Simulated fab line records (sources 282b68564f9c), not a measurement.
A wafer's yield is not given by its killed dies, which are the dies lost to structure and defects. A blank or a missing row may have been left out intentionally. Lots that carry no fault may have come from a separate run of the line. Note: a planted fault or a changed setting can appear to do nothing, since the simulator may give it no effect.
Which tool was responsible? + flow rit cmos + Sampling: 7 lots, 21 wafers, 2 of 202 route steps

WHAT EACH GAUGE READ, for each wafer
RIT_PLDD_OVL_MEAS_06.
| lot  | measured    | on         | PLDD_OVL (nm)     |
|------|-------------|------------|-------------------|
| L610 | day 3 01:24 | overlay-01 | 2.6 2.8 1.2       |
| L612 | day 3 09:31 | overlay-01 | 0.5 1.5 0.9       |
| L614 | day 4 00:47 | overlay-01 | -0.6 1.0 1.2      |
| L617 | day 4 15:15 | overlay-02 | 0.6 -2.2 -0.8     |
| L619 | day 5 01:55 | overlay-01 | 241.2 241.7 242.2 |
| L629 | day 7 04:22 | overlay-02 | 0.0 2.1 1.3       |
| L632 | day 7 18:49 | overlay-01 | -1.2 -2.1 0.1     |

TOOL THAT RAN EACH LOT (tool first, then ch and the chambers of the sampled wafers, then the start)
| lot  | RIT_PLDD_EXPOSE_03                 |
|------|------------------------------------|
| L610 | iline stepper-01 ch 0, day 3 01:01 |
| L612 | iline stepper-01 ch 0, day 3 09:03 |
| L614 | iline stepper-02 ch 0, day 4 00:23 |
| L617 | iline stepper-02 ch 0, day 4 14:51 |
| L619 | iline stepper-02 ch 0, day 5 01:31 |
| L629 | iline stepper-01 ch 0, day 7 03:58 |
| L632 | iline stepper-01 ch 0, day 7 18:20 |
- RIT_PLDD_EXPOSE_03: exposes mask M8, target cd 40900 nm.

THE ANSWER, worked out from the rows above alone
Rule: usual is defined by the lots themselves. The widest of any qualifying gaps counts: lots, ordered by their means at a reading, are off when they make up no more than a third of the lots, leave a main group of 4 or more, and stand apart from it by 3 or more times the standard deviation of that group's means. If all means in a main group match to the digits the tables above print for the reading, that group is not used. A lot without any number at a reading at which 4 lots or more have one is off too. Any other lot the step has rows for is counted as sound.
Off: at RIT_PLDD_OVL_MEAS_06 (PLDD_OVL), L619. The main group: mean 0.5 nm, standard deviation 1.1.
A tool fits if, at a process step before that reading, it ran every lot that is off, and no sound lot after the first of them. Those tools and the gauges at RIT_PLDD_OVL_MEAS_06 are tried in the same way. One fits: iline stepper-02 at RIT_PLDD_EXPOSE_03. A fault onset in the window from L617 (day 4 14:51, its last sound lot) to L619 (day 5 01:31, its first lot off) fits.

WHAT THE SIMULATOR HAD INSERTED
Scanner matching overlay: iline stepper-02, from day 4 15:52 on, at RIT_PLDD_EXPOSE_03. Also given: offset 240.
Lots struck among those shown: L619. Same finding as the rule above.
